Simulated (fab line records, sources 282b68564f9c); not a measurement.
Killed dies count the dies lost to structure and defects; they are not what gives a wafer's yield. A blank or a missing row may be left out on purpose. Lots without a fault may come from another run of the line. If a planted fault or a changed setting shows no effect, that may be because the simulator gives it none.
8D (eight disciplines) problem report, filled in by code ; flow ritCmos ; the parts of the form that need people (team, actions taken, sign-off) are left out

1. WHAT IS WRONG
Mean FOX1_OXIDE_THK at RIT_FOX1_THK_MEAS_01: 440 nm over 9 wafers in 3 lots; fault-free wafers: 351 nm, standard deviation 7.7. Relative to the usual mean, that is a shift of +12 standard deviations.
First seen on wafer L221.3, day 4 18:19, on filmMetro-03. At this step, 45 wafers from 15 lots have a number in the record. By rule, "out" or "out of limits" means more than 4 standard deviations away from the usual mean. The other wafers with a number count as sound.

2. WHAT IT IS, AND WHAT IT ISN'T
question;is;is not
which readings at this step;FOX1_OXIDE_THK;-
which lots;L221, L222, L225;L207, L208, L209, L210, L211, L213, L214, L217, L218, L219, L226, L229
which wafers of those lots;all that have a number;-
read on which gauges;filmMetro-02, filmMetro-03;filmMetro-04
when;from day 4 18:19;"up to then (30 sound wafers); but 6 sound wafers of L226, L229 came after"

3. SUSPECTS, AND WHAT RULES EACH OUT
Counting: a tool stays on the suspect list if, at a process step up to the reading, it processed all lots that are out and no sound lot following the first of them.
- the gauge at RIT_FOX1_THK_MEAS_01 has been ruled out. 2 gauges (filmMetro-02, filmMetro-03) read the wafers that are out.
- furnace-04 at RIT_FOX1_OXIDATION_00 (target thk 350.7 nm, ox time 1130 s): kept. All lots that are out passed through it, beginning with L221 at day 4 16:59, and no sound lot followed; its final sound lot before that point was L218 at day 4 02:16.
Remaining after the count: furnace-04 at RIT_FOX1_OXIDATION_00.

4. THE CAUSE (what the simulator had put in)
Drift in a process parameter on furnace-04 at RIT_FOX1_OXIDATION_00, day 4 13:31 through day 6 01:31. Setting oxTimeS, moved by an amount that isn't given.
The count eliminated every tool but this one.

5. THE CHAIN OF EFFECTS, in route order
Rows list readings where the struck wafers' mean (over those with a number) sits beyond 3 standard deviations from the usual. Readings are gone through only where the record gives a usual standard deviation; hours: the median, over the lots, of the time from a lot's start at the first step in this table giving one to that lot's start at this step; sigmas: the change measured in usual standard deviations.
hours;step;reading;usual;on struck wafers;change;sigmas
0;RIT_FOX1_THK_MEAS_01;FOX1_OXIDE_THK;351 nm;440;+89;+12
Later measuring or inspecting steps at which every struck wafer that the step has a row for has a number for every such reading, and none has moved that far: RIT_NRETRO_OVL_MEAS_06.

6. WHAT WOULD HAVE CAUGHT IT SOONER
The first out-of-limits reading at a measuring or inspecting step in this record came at day 4 18:19, 5 hours after the fault's start at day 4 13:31.
An alarm limit of 4 standard deviations would not have fired on the tool readings at RIT_FOX1_OXIDATION_00 for which the record gives a usual standard deviation, since none of them was out on any struck wafer.
L222, L225, from the lots that are out (3), started RIT_FOX1_OXIDATION_00 on furnace-04 later than day 4 18:19. A hold on the tool at that time would have spared those 2.
